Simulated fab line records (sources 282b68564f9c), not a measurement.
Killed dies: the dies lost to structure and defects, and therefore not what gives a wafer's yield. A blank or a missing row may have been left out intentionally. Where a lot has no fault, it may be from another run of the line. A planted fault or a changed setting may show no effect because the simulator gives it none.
Lot-split experiment    flow rit_cmos    route with 202 steps; 5 lots, 23 wafers read

THE SPLIT
At RIT_ACTIVE_CVD_03 (deposits Si3N4 from SiH2Cl2/NH3, target thk 150 nm, time 1500 s), the setting temp_c was moved away from the recipe's 810 C on 10 of the 23 wafers read, by -1.6% to +2.9%. This setting was run at the recipe's value on the other wafers.

FROM SPLIT TO READING: 1 step shown by the file between the two
- RIT_ACTIVE_THK_MEAS_04

THE READING
oes_product_au, in a.u., at RIT_ACTIVE_ETCH_13 (etches Si3N4 in SF6, stops on SiO2, time 210 s, target depth 210 nm). Typical for fault-free wafers on this fab line: 0.823 a.u., with standard deviation 0.011 a.u.

wafer   tool, chamber at the split  temp_c as run, C  against the recipe  oes_product_au, a.u.  against lot-mates on the recipe
L077.1  lpcvd-01, 1                 810               recipe              0.805                 -
L077.2  lpcvd-01, 1                 810               recipe              0.830                 -
L077.3  lpcvd-01, 1                 810               recipe              0.815                 -
L081.1  -, -                        810               recipe              0.809                 -
L081.2  -, -                        810               recipe              0.831                 -
L081.3  -, -                        810               recipe              0.817                 -
L081.4  -, -                        810               recipe              0.866                 -
L081.6  -, -                        810               recipe              0.818                 -
L082.2  -, -                        810               recipe              0.846                 -
L082.3  -, -                        810               recipe              0.804                 -
L082.4  -, -                        810               recipe              0.841                 -
L082.5  -, -                        810               recipe              0.841                 -
L082.6  -, -                        810               recipe              0.816                 -
L083.1  -, -                        797.1             -1.6%               0.740                 no lot-mate on the recipe
L083.3  -, -                        797.1             -1.6%               0.735                 no lot-mate on the recipe
L083.4  -, -                        797.1             -1.6%               0.733                 no lot-mate on the recipe
L083.5  -, -                        797.1             -1.6%               0.741                 no lot-mate on the recipe
L083.6  -, -                        797.1             -1.6%               0.734                 no lot-mate on the recipe
L084.1  -, -                        833.6             +2.9%               1.017                 no lot-mate on the recipe
L084.2  -, -                        833.6             +2.9%               1.035                 no lot-mate on the recipe
L084.3  -, -                        833.6             +2.9%               0.991                 no lot-mate on the recipe
L084.5  -, -                        833.6             +2.9%               0.982                 no lot-mate on the recipe
L084.6  -, -                        833.6             +2.9%               1.025                 no lot-mate on the recipe

FIT RESULTS
A straight line over all 23 wafers: oes_product_au changes by +0.0612 a.u. for each +1% of temp_c; r = +0.98; the points scatter about the line by 0.018 a.u.
Too few moved wafers with a lot-mate on the recipe to fit a line net of each lot's own level.

THE WHOLE CHAIN: every reading that the file lists as answering this split, in the file's order
step                    what it does                                                         reading                                                                         change (the file's fit)                   r (the file's)
RIT_ACTIVE_CVD_03       deposits Si3N4 from SiH2Cl2/NH3, target thk 150 nm, time 1500 s      Si3N4_of_ACTIVE_CVD_03.thk_nm (the simulator's own value, which no gauge read)  +24.5 nm for each +1% of the setting      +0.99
RIT_ACTIVE_THK_MEAS_04                                                                       ACTIVE_NITRIDE_THK                                                              +24.5 for each +1% of the setting         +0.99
RIT_ACTIVE_ETCH_13      etches Si3N4 in SF6, stops on SiO2, time 210 s, target depth 210 nm  oes_product_au                                                                  +0.0612 a.u. for each +1% of the setting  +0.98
RIT_FOX2_OXIDATION_00   target thk 350.7 nm, ox time 1130 s                                  Si3N4_of_ACTIVE_CVD_03.thk_nm (the simulator's own value, which no gauge read)  +24.6 nm for each +1% of the setting      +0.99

FILE'S OWN FIT
oes_product_au changes by +0.0612 a.u. for each +1% of temp_c, r = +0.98.
